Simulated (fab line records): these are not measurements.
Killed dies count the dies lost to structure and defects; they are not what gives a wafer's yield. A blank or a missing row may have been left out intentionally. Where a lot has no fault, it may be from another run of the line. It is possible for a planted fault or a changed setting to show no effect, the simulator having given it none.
The tool behind it: which one? + flow rit_cmos + 15 lots with 45 wafers sampled at 3 steps, on a route of 202 steps

WHAT THE GAUGES SHOWED, per wafer
RIT_NSD_TW_MEAS_10. Usual: NSD_TW 3132, standard deviation 26.
| lot  | measured    | on            | NSD_TW                        | flag |
|------|-------------|---------------|-------------------------------|------|
| L421 | day 3 10:18 | film_metro-02 | 3113 3123 3120                |      |
| L423 | day 3 12:58 | film_metro-03 | 3159 3155 3157                |      |
| L426 | day 4 06:37 | film_metro-02 | 3136 3131 3124                |      |
| L427 | day 4 13:03 | film_metro-04 | 3122 3127 3115                |      |
| L428 | day 4 16:10 | film_metro-03 | 3186 3190 3165                |      |
| L429 | day 4 18:30 | film_metro-02 | 3124 3148 3143                |      |
| L430 | day 5 04:00 | film_metro-03 | 3159 3151 3147                |      |
| L433 | day 5 17:17 | film_metro-02 | 3044 3047 3038                | OFF  |
| L434 | day 6 00:39 | film_metro-02 | 3051 3055 3040 3038 3046 3042 | OFF  |
| L436 | day 6 15:31 | film_metro-03 | 3183 3169 3174                |      |
| L437 | day 6 15:54 | film_metro-04 | 3025 3017 3016 3026 3025 3040 | OFF  |
| L439 | day 7 12:57 | film_metro-04 | 3102 3119 3114                |      |
| L442 | day 8 02:52 | film_metro-04 | 3099 3085 3110                |      |
| L443 | day 8 11:34 | film_metro-04 | 3108 3124 3097                |      |
| L444 | day 8 17:53 | film_metro-03 | 3146 3156 3160                |      |

RIT_SDANNEAL_RS_MEAS_05: measurement is done with a four-point probe. Usual: NSD_RS 84.52 ohm/sq, standard deviation 0.29.
| lot  | measured    | on            | NSD_RS (ohm/sq)                     | flag |
|------|-------------|---------------|-------------------------------------|------|
| L421 | day 3 12:41 | film_metro-02 | 84.38 84.15 84.27                   |      |
| L423 | day 3 15:01 | film_metro-02 | 84.90 84.42 84.28                   |      |
| L426 | day 4 08:39 | film_metro-04 | 84.69 84.52 84.45                   |      |
| L427 | day 4 15:23 | film_metro-02 | 84.22 84.70 84.27                   |      |
| L428 | day 4 18:23 | film_metro-03 | 84.48 84.34 84.44                   |      |
| L429 | day 4 20:32 | film_metro-04 | 84.17 84.19 83.85                   |      |
| L430 | day 5 06:03 | film_metro-02 | 84.51 84.55 84.25                   |      |
| L433 | day 5 19:29 | film_metro-02 | 85.79 85.41 85.72 85.65 85.38 85.63 | OFF  |
| L434 | day 6 02:55 | film_metro-02 | 86.05 85.85 86.19 86.27 85.77 86.17 | OFF  |
| L436 | day 6 17:55 | film_metro-02 | 84.64 84.73 84.93                   |      |
| L437 | day 7 00:37 | film_metro-04 | 86.04 85.97 85.80 85.94 85.93 85.72 | OFF  |
| L439 | day 7 15:07 | film_metro-02 | 84.25 84.28 84.38                   |      |
| L442 | day 8 04:55 | film_metro-03 | 85.22 84.95 84.88                   |      |
| L443 | day 8 13:38 | film_metro-03 | 84.32 84.44 84.78                   |      |
| L444 | day 8 19:56 | film_metro-04 | 84.67 84.74 84.95                   |      |

WHICH TOOL RAN EACH LOT (tool, then ch and the chambers of the sampled wafers, then the start)
| lot  | RIT_NSD_IMPLANT_08             |
|------|--------------------------------|
| L421 | implanter-04 ch 0, day 3 09:59 |
| L423 | implanter-02 ch 0, day 3 12:39 |
| L426 | implanter-04 ch 0, day 4 06:18 |
| L427 | implanter-02 ch 0, day 4 12:46 |
| L428 | implanter-02 ch 0, day 4 15:50 |
| L429 | implanter-04 ch 0, day 4 18:11 |
| L430 | implanter-02 ch 0, day 5 03:41 |
| L433 | implanter-02 ch 0, day 5 16:59 |
| L434 | implanter-02 ch 0, day 6 00:19 |
| L436 | implanter-03 ch 0, day 6 15:12 |
| L437 | implanter-02 ch 0, day 6 15:35 |
| L439 | implanter-04 ch 0, day 7 12:38 |
| L442 | implanter-03 ch 0, day 8 02:34 |
| L443 | implanter-03 ch 0, day 8 11:16 |
| L444 | implanter-04 ch 0, day 8 17:34 |
- RIT_NSD_IMPLANT_08

WHAT THE TOOLS THEMSELVES READ (means of the sampled wafers that have a number; where no wafer has one, the mark that the record gives instead)
RIT_NSD_IMPLANT_08. Usual: beam_energy_keV 25.000, standard deviation 0.0072; end_station_pressure_torr 7.6e-06 Torr, standard deviation 4.1e-07; tilt_deg 7.003 degrees, standard deviation 0.018.
| lot  | tool         | beam_energy_keV | end_station_pressure_torr (Torr) | tilt_deg (degrees) | flag |
|------|--------------|-----------------|----------------------------------|--------------------|------|
| L421 | implanter-04 | 24.999          | 8.0e-06                          | 7.000              |      |
| L423 | implanter-02 | 25.004          | 7.6e-06                          | 6.999              |      |
| L426 | implanter-04 | 25.002          | 7.8e-06                          | 7.008              |      |
| L427 | implanter-02 | 24.993          | 7.4e-06                          | 6.994              |      |
| L428 | implanter-02 | 25.000          | 7.9e-06                          | 6.987              |      |
| L429 | implanter-04 | 24.999          | 7.5e-06                          | 7.001              |      |
| L430 | implanter-02 | 25.008          | 7.2e-06                          | 7.015              |      |
| L433 | implanter-02 | 22.497          | 7.7e-06                          | 7.002              | OFF  |
| L434 | implanter-02 | 22.507          | 7.8e-06                          | 7.015              | OFF  |
| L436 | implanter-03 | 24.991          | 7.1e-06                          | 7.008              |      |
| L437 | implanter-02 | 22.503          | 7.9e-06                          | 7.005              | OFF  |
| L439 | implanter-04 | 24.999          | 7.3e-06                          | 7.011              |      |
| L442 | implanter-03 | 25.003          | 7.7e-06                          | 6.992              |      |
| L443 | implanter-03 | 24.992          | 8.0e-06                          | 7.004              |      |
| L444 | implanter-04 | 24.999          | 7.5e-06                          | 7.006              |      |

THE ANSWER, worked out from the rows above alone
Rule: lot off if the mean of its wafers having a number is beyond 3 standard deviations from the usual mean. A lot without any number at a reading at which 4 lots or more have one is off too. All remaining lots with rows at the step are treated as sound. After the gauges, taken in route order, come the tools' own readings; for these a lot's mean is taken, as printed above. The first step at which some lot is off is used, and at that step the reading that is off furthest; a lot without a number counts as furthest.
Off: L433, L434, L437, seen at RIT_NSD_TW_MEAS_10 (NSD_TW).
If a tool, at a process step before that reading, ran all the lots that are off and no sound lot after the first of them, it fits. Not tried: the gauges at RIT_NSD_TW_MEAS_10; whatever is off there is also off at RIT_NSD_IMPLANT_08, on other tools, and gauge error can't account for it. One fits: RIT_NSD_IMPLANT_08 on implanter-02. A fault onset in the window from L430 (day 5 03:41, its last sound lot) to L433 (day 5 16:59, its first lot off) fits.
The tool's own readings at RIT_NSD_IMPLANT_08 bear it out: on the lots that are off they differ by more than 5 times the standard deviation of the sound lots' means. beam_energy_keV reads 22.502 there against 24.999 on the sound lots.

WHAT THE SIMULATOR HAD PUT IN
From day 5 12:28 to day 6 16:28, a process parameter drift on implanter-02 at RIT_NSD_IMPLANT_08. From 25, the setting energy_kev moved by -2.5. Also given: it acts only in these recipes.
Shown lots that were struck: L433, L434, L437. The rule above found the same.
